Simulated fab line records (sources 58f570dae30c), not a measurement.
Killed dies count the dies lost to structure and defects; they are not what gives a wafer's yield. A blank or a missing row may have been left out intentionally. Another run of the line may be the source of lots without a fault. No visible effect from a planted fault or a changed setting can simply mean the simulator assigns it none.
Which tool is to blame? | flow berkeley-cmos170 | 39 wafers from 13 lots sampled at 5 of the route's 331 steps

## WHAT THE GAUGES SHOWED, per wafer
UCB170_PWELL_THK_MEAS_06. Usual: PWELL_NITRIDE_THK typically reads 219.7 nm, with standard deviation 2.
lot  | measured    | on            | PWELL_NITRIDE_THK (nm) | flag
L317 | day 3 01:22 | film-metro-04 | 221.9 220.7 221.6      |
L319 | day 3 07:31 | film-metro-01 | 222.2 222.2 220.3      |
L318 | day 3 07:32 | film-metro-04 | 222.7 222.5 221.8      |
L320 | day 3 20:32 | film-metro-01 | 220.3 221.0 220.7      |
L321 | day 3 20:33 | film-metro-03 | 221.2 220.1 219.8      |
L322 | day 3 23:50 | film-metro-01 | 216.7 216.3 216.0      |
L323 | day 4 12:49 | film-metro-03 | 216.0 217.3 218.5      |
L325 | day 4 17:00 | film-metro-04 | 220.2 219.9 218.9      |
L324 | day 4 17:02 | film-metro-01 | 223.1 222.1 222.8      |
L333 | day 6 11:46 | film-metro-03 | 221.0 222.4 222.6      |
L335 | day 6 15:31 | film-metro-03 | 219.9 218.6 220.5      |
L336 | day 7 01:15 | film-metro-03 | 218.3 218.3 218.5      |
L338 | day 7 13:57 | film-metro-01 | 217.3 219.7 218.9      |

UCB170_M1_OVL_MEAS_10. Usual: M1_OVL typically reads 1 nm, with standard deviation 5.4.
lot  | measured     | on         | M1_OVL (nm) | flag
L317 | day 7 02:20  | overlay-02 | -3 1 0      |
L319 | day 7 01:43  | overlay-01 | 7 5 3       |
L318 | day 7 02:13  | overlay-01 | 3 2 0       |
L320 | day 8 04:17  | overlay-02 | -8 -10 -4   |
L321 | day 8 04:40  | overlay-02 | 189 189 194 | OFF
L322 | day 8 05:14  | overlay-02 | 200 195 188 | OFF
L323 | day 8 04:55  | overlay-01 | -1 -1 0     |
L325 | day 9 00:42  | overlay-02 | 196 197 196 | OFF
L324 | day 9 00:58  | overlay-02 | 7 6 10      |
L333 | day 10 21:29 | overlay-01 | -2 1 4      |
L335 | day 10 19:49 | overlay-02 | -4 -6 -2    |
L336 | day 11 13:18 | overlay-01 | 6 5 5       |
L338 | day 11 11:17 | overlay-01 | 4 2 3       |

UCB170_M3_RS_MEAS_02: a four-point-probe measurement. Usual: M3_AL_RS typically reads 0.0322 ohm/sq, with standard deviation 0.00034.
lot  | measured     | on            | M3_AL_RS (ohm/sq)    | flag
L317 | day 7 17:21  | film-metro-02 | 0.0331 0.0329 0.0329 |
L319 | day 7 16:44  | film-metro-01 | 0.0327 0.0325 0.0326 |
L318 | day 7 17:09  | film-metro-03 | 0.0323 0.0320 0.0322 |
L320 | day 8 17:16  | film-metro-02 | 0.0315 0.0320 0.0319 |
L321 | day 8 17:52  | film-metro-01 | 0.0324 0.0322 0.0321 |
L322 | day 8 18:08  | film-metro-03 | 0.0324 0.0320 0.0321 |
L323 | day 8 17:34  | film-metro-03 | 0.0327 0.0328 0.0328 |
L325 | day 9 12:18  | film-metro-03 | 0.0324 0.0325 0.0328 |
L324 | day 9 12:51  | film-metro-01 | 0.0324 0.0321 0.0319 |
L333 | day 11 16:37 | film-metro-03 | 0.0322 0.0325 0.0322 |
L335 | day 11 12:46 | film-metro-02 | 0.0319 0.0318 0.0319 |
L336 | day 12 06:13 | film-metro-01 | 0.0320 0.0319 0.0321 |
L338 | day 12 01:56 | film-metro-03 | 0.0323 0.0318 0.0320 |

## WHAT TOOL EACH LOT RAN ON (gives the tool, then ch and the chambers of the sampled wafers, and finally the start)
lot  | UCB170_PWELL_STRIP_16               | UCB170_M1_EXPOSE_06
L317 | plasma-asher-04 ch 0,1, day 3 02:53 | krf-scanner-01 ch 0, day 7 01:50
L319 | plasma-asher-01 ch 0,1, day 3 09:15 | krf-scanner-01 ch 0, day 7 00:57
L318 | plasma-asher-02 ch 0,1, day 3 08:51 | krf-scanner-02 ch 0, day 7 01:25
L320 | plasma-asher-02 ch 0,1, day 3 21:53 | krf-scanner-01 ch 0, day 8 03:45
L321 | plasma-asher-01 ch 0,1, day 3 22:10 | krf-scanner-01 ch 0, day 8 04:11
L322 | plasma-asher-01 ch 0,1, day 4 01:09 | krf-scanner-01 ch 0, day 8 04:43
L323 | plasma-asher-04 ch 0,1, day 4 14:41 | krf-scanner-02 ch 0, day 8 04:24
L325 | plasma-asher-04 ch 0,1, day 4 18:11 | krf-scanner-01 ch 0, day 8 23:34
L324 | plasma-asher-01 ch 0,1, day 4 18:29 | krf-scanner-02 ch 0, day 9 00:11
L333 | plasma-asher-02 ch 0,1, day 6 12:58 | krf-scanner-02 ch 0, day 10 20:59
L335 | plasma-asher-04 ch 0,1, day 6 17:25 | krf-scanner-02 ch 0, day 10 18:47
L336 | plasma-asher-02 ch 0,1, day 7 02:47 | krf-scanner-02 ch 0, day 11 12:34
L338 | plasma-asher-01 ch 1, day 7 15:37   | krf-scanner-02 ch 0, day 11 10:44
- UCB170_PWELL_STRIP_16: strips in O2.
- UCB170_M1_EXPOSE_06: exposes mask METAL1, target cd 700 nm.

## AS READ BY THE TOOLS THEMSELVES (means over the sampled wafers that have a number; for cases with no such wafer, the mark the record gives instead)
UCB170_PWELL_STRIP_16. Usual: drypump-motor-current-A 6.0 A, standard deviation 0.56; oes-product-au 0.721 a.u., standard deviation 0.0046; strip-time-to-endpoint-s 18.13 s, standard deviation 0.086.
lot  | tool            | drypump-motor-current-A (A) | oes-product-au (a.u.) | strip-time-to-endpoint-s (s) | flag
L317 | plasma-asher-04 | 6.1                         | 0.721                 | 18.07                        |
L319 | plasma-asher-01 | 6.3                         | 0.721                 | 18.16                        |
L318 | plasma-asher-02 | 6.1                         | 0.718                 | 18.12                        |
L320 | plasma-asher-02 | 6.1                         | 0.718                 | 18.08                        |
L321 | plasma-asher-01 | 6.3                         | 0.722                 | 18.23                        |
L322 | plasma-asher-01 | 6.3                         | 0.717                 | 18.16                        |
L323 | plasma-asher-04 | 6.1                         | 0.719                 | 18.07                        |
L325 | plasma-asher-04 | 5.8                         | 0.724                 | 18.24                        |
L324 | plasma-asher-01 | 6.3                         | 0.721                 | 18.07                        |
L333 | plasma-asher-02 | 6.1                         | 0.719                 | 18.12                        |
L335 | plasma-asher-04 | 6.1                         | 0.720                 | 18.15                        |
L336 | plasma-asher-02 | 6.1                         | 0.719                 | 17.98                        |
L338 | plasma-asher-01 | 6.8                         | 0.719                 | 18.20                        |

## THE ANSWER, worked out from the rows above alone
Rule: take the mean of a lot's wafers that have a number; if it is more than 3 standard deviations from the usual mean, the lot is off. A lot without any number at a reading at which 4 lots or more have one is off too. All remaining lots with rows at the step are treated as sound. After the gauges, taken in route order, come the tools' own readings; for these a lot's mean is taken, as printed above. At the first step where some lot is off, the reading lying furthest off is the one used; lots without a number count as furthest.
Off: at UCB170_M1_OVL_MEAS_10 (M1_OVL), L321, L322, L325.
If a tool, at a process step before that reading, ran all the lots that are off and no sound lot after the first of them, it fits. Those tools and the gauges at UCB170_M1_OVL_MEAS_10 are tried in the same way. One fits: UCB170_M1_EXPOSE_06 on krf-scanner-01. Its last sound lot is L320 (day 8 03:45), its first lot that is off L321 (day 8 04:11): a fault that began between those two fits.

## WHAT HAD BEEN PUT IN BY THE SIMULATOR
Scanner matching overlay: krf-scanner-01, from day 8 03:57 on, at UCB170_M1_EXPOSE_06. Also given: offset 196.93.
Lots struck among those shown: L321, L322, L325. Same finding as the rule above.
